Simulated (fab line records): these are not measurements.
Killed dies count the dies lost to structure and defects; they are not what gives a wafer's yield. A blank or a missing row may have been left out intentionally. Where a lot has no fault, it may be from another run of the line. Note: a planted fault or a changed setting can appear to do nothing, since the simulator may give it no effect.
Struck lot and sound lot, side by side	flow rit cmos	14 steps out of a route of 202
Sound: wafers L166.2, L166.3, L166.4. Wafers L172.1, L172.3, L172.5 were the ones struck. The cause is named last.
At each step with rows: each side's tool, then ch and its chambers, then its first start. Under that, the readings that differ: sound wafers	struck wafers	difference of the means	sigmas: that difference in standard deviations of wafers without a fault.
alike: a reading whose means differ by less than 2 such deviations, as well as words and numbers matching on both sides. not compared: withheld readings; readings where some wafer has no value; bounds like >300 that might hide an equal value; numbers whose values overlap and for which the record gives no deviation.
Wherever a step has rows on one side only, a row that says differs or no value, or a row with sigmas, the two part there. Non-overlapping numbers with no deviation appear without sigmas and do not part them. Lack of a reading on every wafer of one side parts them only where that side has two or more wafers.

first, 2 steps without rows for these wafers: RIT_NRETRO_PEB_04; RIT_NRETRO_DEVELOP_05 (develop time 68 s).
RIT_NRETRO_OVL_MEAS_06:
  sound: overlay-02 at day 3 10:23; struck: overlay-01 at day 4 14:38
  alike: NRETRO_OVL
then, 2 steps without rows for these wafers: RIT_NRETRO_HARDBAKE_07 (time 120 s); RIT_NRETRO_IMPLANT_08.
RIT_NRETRO_STRIP_09: strips in O2, time 180 s.
  sound on plasma asher-03 ch 0,1, day 3 10:49; struck on plasma asher-04 ch 0,1, day 4 15:04
  alike: drypump motor current A
  not compared: rf hours counter h
RIT_NRETRO_TW_MEAS_10:
  sound: film metro-01 at day 3 11:01; struck: film metro-03 at day 4 15:14
  alike: NRETRO_TW
then, 5 steps without rows for these wafers: RIT_PRETRO_HMDS_00 (prime time 60 s); RIT_PRETRO_COAT_01 (resist thk 1300 nm); RIT_PRETRO_SOFTBAKE_02 (time 60 s); RIT_PRETRO_EXPOSE_03 (exposes mask M5, target cd 43700 nm); RIT_PRETRO_PEB_04.
RIT_PRETRO_DEVELOP_05: develop time 68 s.
  sound on litho track-02 ch 0, day 3 11:00; struck on litho track-02, day 4 16:00
  no value came back on the struck wafers for chill plate temp C (C), develop time s (s), developer temp C (C), resist line temp C (C); on the sound wafers chill plate temp C (C) reads 22.93 22.83 23.13
RIT_PRETRO_OVL_MEAS_06:
  sound: overlay-01 at day 3 11:56; struck: overlay-01 at day 4 16:11
reading	sound	struck	difference	sigmas
PRETRO_OVL (nm)	0.9 2.3 1.5	- - -	no value on the struck wafers	

## WHERE THEY PART
First at RIT_PRETRO_DEVELOP_05; last, within this record, at RIT_PRETRO_OVL_MEAS_06.

WHY: the cause the simulator had injected
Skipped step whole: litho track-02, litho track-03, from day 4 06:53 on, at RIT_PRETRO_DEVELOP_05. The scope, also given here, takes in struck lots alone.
